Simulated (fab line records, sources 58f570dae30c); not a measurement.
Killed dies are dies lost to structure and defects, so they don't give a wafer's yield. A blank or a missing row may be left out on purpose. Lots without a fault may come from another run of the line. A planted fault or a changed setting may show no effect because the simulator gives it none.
Split-lot experiment | flow berkeley_cmos170 | 5 lots, 23 wafers read, on a route of 331 steps

THE SPLIT
At UCB170_M3_COAT_10 (resist thk 900 nm), the setting spin_rpm was moved away from the recipe's 1500 rpm on 11 of the 23 wafers read, by -3.9% to +6.5%. The other wafers ran this setting at the recipe's value.

The reading is taken at the split's own step.

THE READING
KrF_of_M3_COAT_10.thk_nm (the simulator's own value, which no gauge read), in nm, at UCB170_M3_COAT_10 (resist thk 900 nm). The file gives no usual value for it. The 12 wafers here that ran the recipe average 898.4 nm, standard deviation 2.8 nm.

wafer  | tool, chamber at the split | spin_rpm as run, rpm | against the recipe | KrF_of_M3_COAT_10.thk_nm, nm | against lot-mates on the recipe
L074.1 | litho_track-01, 0          | 1500                 | recipe             | 900.7                        | -
L074.2 | litho_track-01, 0          | 1500                 | recipe             | 900.7                        | -
L074.3 | litho_track-01, 0          | 1500                 | recipe             | 900.1                        | -
L080.2 | litho_track-02, 0          | 1500                 | recipe             | 902                          | -
L080.3 | litho_track-02, 0          | 1598                 | +6.5%              | 875.7                        | -26.0
L080.4 | litho_track-02, 0          | 1598                 | +6.5%              | 873                          | -28.7
L080.5 | litho_track-02, 0          | 1598                 | +6.5%              | 874.6                        | -27.1
L080.6 | litho_track-02, 0          | 1500                 | recipe             | 901.4                        | -
L076.1 | litho_track-01, 0          | 1541                 | +2.7%              | 883.7                        | -10.8
L076.2 | litho_track-01, 0          | 1500                 | recipe             | 895.5                        | -
L076.3 | litho_track-01, 0          | 1500                 | recipe             | 891.9                        | -
L076.4 | litho_track-01, 0          | 1500                 | recipe             | 896.2                        | -
L076.5 | litho_track-01, 0          | 1541                 | +2.7%              | 880                          | -14.5
L079.1 | litho_track-04, 0          | 1530                 | +2.0%              | 886.1                        | -10.9
L079.2 | litho_track-04, 0          | 1500                 | recipe             | 897.1                        | -
L079.3 | litho_track-04, 0          | 1530                 | +2.0%              | 885.1                        | -11.9
L079.4 | litho_track-04, 0          | 1500                 | recipe             | 897                          | -
L079.6 | litho_track-04, 0          | 1530                 | +2.0%              | 886.4                        | -10.6
L081.1 | litho_track-01, 0          | 1442                 | -3.9%              | 916.7                        | +17.6
L081.2 | litho_track-01, 0          | 1500                 | recipe             | 898.8                        | -
L081.3 | litho_track-01, 0          | 1442                 | -3.9%              | 914.3                        | +15.1
L081.4 | litho_track-01, 0          | 1500                 | recipe             | 899.5                        | -
L081.5 | litho_track-01, 0          | 1442                 | -3.9%              | 915.8                        | +16.6

THE FIT
A straight line over all 23 wafers: KrF_of_M3_COAT_10.thk_nm changes by -4.13 nm for each +1% of spin_rpm; r = -0.96; the points scatter about the line by 3.4 nm.
The same after taking each lot's own level away (the mean of its wafers on the recipe; 23 wafers): -4.28 nm for each +1%; r = -0.99; scatter 1.5 nm.
On that fit, the largest move of spin_rpm shifts the reading by 28 nm.
The lots' own levels span 894.53 to 901.70 nm, that is 2.5 times the standard deviation above.
So the lot-to-lot level changes the slope little: the two slopes agree.
Check: with one of the wafers moved furthest among these (+6.5%) left out of the fit, the line predicts -28.9 nm for it against its lot-mates. It came out at -26 nm against them.

OTHER SPLITS ON THESE WAFERS
These wafers also went through other splits before the reading. Each is held against what the fit with the lots' levels taken away leaves over:
other split on the same wafers   | wafers away from the commonest value | r with KrF_of_M3_COAT_10.thk_nm (lot level and that fit taken away)
UCB170_CONTACT_PEB_13 peb_temp_c | 8                                    | -0.15
UCB170_M1_COAT_04 spin_rpm       | 9                                    | +0.34
UCB170_V1_COAT_07 resist_thk_nm  | 7                                    | -0.02
UCB170_V1_PEB_10 peb_temp_c      | 7                                    | +0.06
UCB170_V2_CVD_00 time_s          | 11                                   | +0.01
UCB170_M3_COAT_05 spin_rpm       | 7                                    | +0.03

THE FILE'S OWN FIT
KrF_of_M3_COAT_10.thk_nm changes by -4.32 nm for each +1% of spin_rpm, r = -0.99.
